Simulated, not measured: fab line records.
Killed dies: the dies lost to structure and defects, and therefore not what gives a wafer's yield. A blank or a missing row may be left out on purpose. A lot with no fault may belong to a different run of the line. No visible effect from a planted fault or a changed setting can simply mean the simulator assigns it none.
The same fault as seen by 2 desks | flow berkeley_cmos170 | each desk has only its own numbers; what lay behind them comes last

## AT THE METROLOGY DESK
What the gauges read for every lot (on any tool): the sampled wafers with a number, averaged. The brackets show how far a lot's mean lies from the usual mean; more than 4 standard deviations puts the lot out of limits, marked OUT. Of its 12 readings 7 are shown: those that lie furthest out on some lot.
Columns: A = NSD_RS at UCB170_SDANNEAL_RS_MEAS_03, usual 37.26 ohm/sq; B = PLDD_RS at UCB170_SDANNEAL_RS_MEAS_04, usual 1031.6 ohm/sq; C = SILICIDE_TI_RS at UCB170_SILICIDE_RS_MEAS_02, usual 26.1 ohm/sq; D = CONTACT_PSG_THK at UCB170_CONTACT_THK_MEAS_02, usual 701 nm; E = cd_nm at UCB170_CONTACT_CD_MEAS_90, usual 700.6 nm; F = M1_AL_RS at UCB170_M1_RS_MEAS_01, usual 0.0484 ohm/sq; G = M1_AL_THK at UCB170_M1_THK_MEAS_02, usual 602 nm
lot  | first seen here | A     | B      | C    | D   | E     | F      | G
L767 | day 8 17:17     | 37.37 | 1033.8 | 26.4 | 696 | 700.8 | 0.0472 | 618
L773 | day 9 19:58     | 37.35 | 1036.4 | 26.3 | 699 | 701.0 | 0.0484 | 607
L775 | day 10 09:39    | 37.22 | 1029.4 | 26.1 | 699 | 701.6 | 0.0489 | 589
L776 | day 10 10:07    | 37.46 | 1031.9 | 25.4 | 707 | 701.3 | 0.0481 | 611
L777 | day 10 21:20    | 37.26 | 1032.1 | 25.8 | 713 | 697.8 | 0.0481 | 611
L784 | day 12 13:08    | 37.28 | 1031.2 | 25.9 | 699 | 700.8 | 0.0486 | 605
Finding of this desk: none of the 6 lots has anything out of limits.

## FOR THE TOOL OWNER'S DESK: rtp_anneal-01
The tool's own readings at UCB170_SILICIDE_RTA_04 (time 15 s): means of the sampled wafers that have a number, for each lot that ran on this tool. The brackets show how far a lot's mean lies from the usual mean; more than 4 standard deviations puts the lot out of limits, marked OUT.
Columns: A = lamp_power_pct at UCB170_SILICIDE_RTA_04, usual 10.0 %; B = wafer_temp_C_max at UCB170_SILICIDE_RTA_04, usual 652.3
lot  | first seen here | A    | B
L775 | day 10 10:25    | 11.4 | 652.2
L776 | day 10 10:52    | 11.6 | 652.2
L777 | day 10 22:06    | 11.6 | 652.3
Finding of this desk: none of the 3 lots has anything out of limits.

## ALL TOGETHER
From the metrology desk's view, nothing was out of limits.
The tool owner's desk saw nothing out of limits.

## WHAT WAS PUT IN BY THE SIMULATOR
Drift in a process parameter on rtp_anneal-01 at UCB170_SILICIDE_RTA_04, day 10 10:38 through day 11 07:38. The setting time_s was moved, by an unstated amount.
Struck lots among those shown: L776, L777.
